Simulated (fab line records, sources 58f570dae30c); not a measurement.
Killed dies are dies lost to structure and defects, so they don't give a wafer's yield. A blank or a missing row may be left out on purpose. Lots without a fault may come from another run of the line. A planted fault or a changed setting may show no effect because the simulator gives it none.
Split-lot experiment | flow berkeley_cmos170 | 5 lots, 27 wafers read, on a route of 331 steps

THE SPLIT
At UCB170_V1_DEVELOP_11 (develop time 45 s), the setting develop_time_s was moved away from the recipe's 45 s on 9 of the 27 wafers read, by -52.0% to +43.0%. The other wafers ran this setting at the recipe's value.

The file shows no step between the split and the reading.

THE READING
cd_nm, in nm, at UCB170_V1_CD_MEAS_12 (target cd 700 nm). Fault-free wafers of this fab line usually give 699.5 nm, standard deviation 1.4 nm.

wafer  | tool, chamber at the split | develop_time_s as run, s | against the recipe | cd_nm, nm | against lot-mates on the recipe
L077.1 | litho_track-02, 0          | 45                       | recipe             | 699.2     | -
L077.4 | litho_track-02, 0          | 45                       | recipe             | 699.4     | -
L077.6 | litho_track-02, 0          | 45                       | recipe             | 699.0     | -
L076.1 | litho_track-01, 0          | 58.65                    | +30.3%             | 700.3     | +1.1
L076.2 | litho_track-01, 0          | 58.65                    | +30.3%             | 700.5     | +1.3
L076.3 | litho_track-01, 0          | 45                       | recipe             | 699.3     | -
L076.4 | litho_track-01, 0          | 45                       | recipe             | 699.0     | -
L076.5 | litho_track-01, 0          | 58.65                    | +30.3%             | 699.9     | +0.7
L076.6 | litho_track-01, 0          | 45                       | recipe             | 699.2     | -
L080.1 | litho_track-04, 0          | 64.35                    | +43.0%             | 703.2     | +2.6
L080.2 | litho_track-04, 0          | 64.35                    | +43.0%             | 701.8     | +1.2
L080.3 | litho_track-04, 0          | 64.35                    | +43.0%             | 702.0     | +1.4
L080.4 | litho_track-04, 0          | 45                       | recipe             | 701.5     | -
L080.5 | litho_track-04, 0          | 45                       | recipe             | 700.5     | -
L080.6 | litho_track-04, 0          | 45                       | recipe             | 699.7     | -
L083.1 | litho_track-02, 0          | 45                       | recipe             | 699.0     | -
L083.2 | litho_track-02, 0          | 45                       | recipe             | 698.7     | -
L083.3 | litho_track-02, 0          | 45                       | recipe             | 698.2     | -
L083.4 | litho_track-02, 0          | 45                       | recipe             | 698.4     | -
L083.5 | litho_track-02, 0          | 45                       | recipe             | 698.9     | -
L083.6 | litho_track-02, 0          | 45                       | recipe             | 698.4     | -
L085.1 | litho_track-02, 0          | 45                       | recipe             | 702.9     | -
L085.2 | litho_track-02, 0          | 45                       | recipe             | 700.7     | -
L085.3 | litho_track-02, 0          | 45                       | recipe             | 701.2     | -
L085.4 | litho_track-02, 0          | 21.62                    | -52.0%             | 696.5     | -5.1
L085.5 | litho_track-02, 0          | 21.62                    | -52.0%             | 695.6     | -6.0
L085.6 | litho_track-02, 0          | 21.62                    | -52.0%             | 695.9     | -5.7

THE FIT
A straight line over all 27 wafers: cd_nm changes by +0.0598 nm for each +1% of develop_time_s; r = +0.80; the points scatter about the line by 1.1 nm.
The same after taking each lot's own level away (the mean of its wafers on the recipe; 27 wafers): +0.0749 nm for each +1%; r = +0.91; scatter 0.89 nm.
On that fit, the largest move of develop_time_s shifts the reading by 3.9 nm.
The lots' own levels span 698.60 to 701.60 nm, that is 2.1 times the standard deviation above.
So the lot-to-lot level blurs the effect unless lot-mates are compared.
Check: with one of the wafers moved furthest among these (-52.0%) left out of the fit, the line predicts -4.18 nm for it against its lot-mates. It came out at -5.1 nm against them.

OTHER SPLITS ON THESE WAFERS
These wafers also went through other splits before the reading. Each is held against what the fit with the lots' levels taken away leaves over:
other split on the same wafers    | wafers away from the commonest value | r with cd_nm (lot level and that fit taken away)
UCB170_SILICIDE_SPUTTER_01 time_s | 9                                    | -0.19
UCB170_V1_CVD_00 time_s           | 9                                    | -0.43

THE FILE'S OWN FIT
cd_nm changes by +0.0728 nm for each +1% of develop_time_s, r = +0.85.
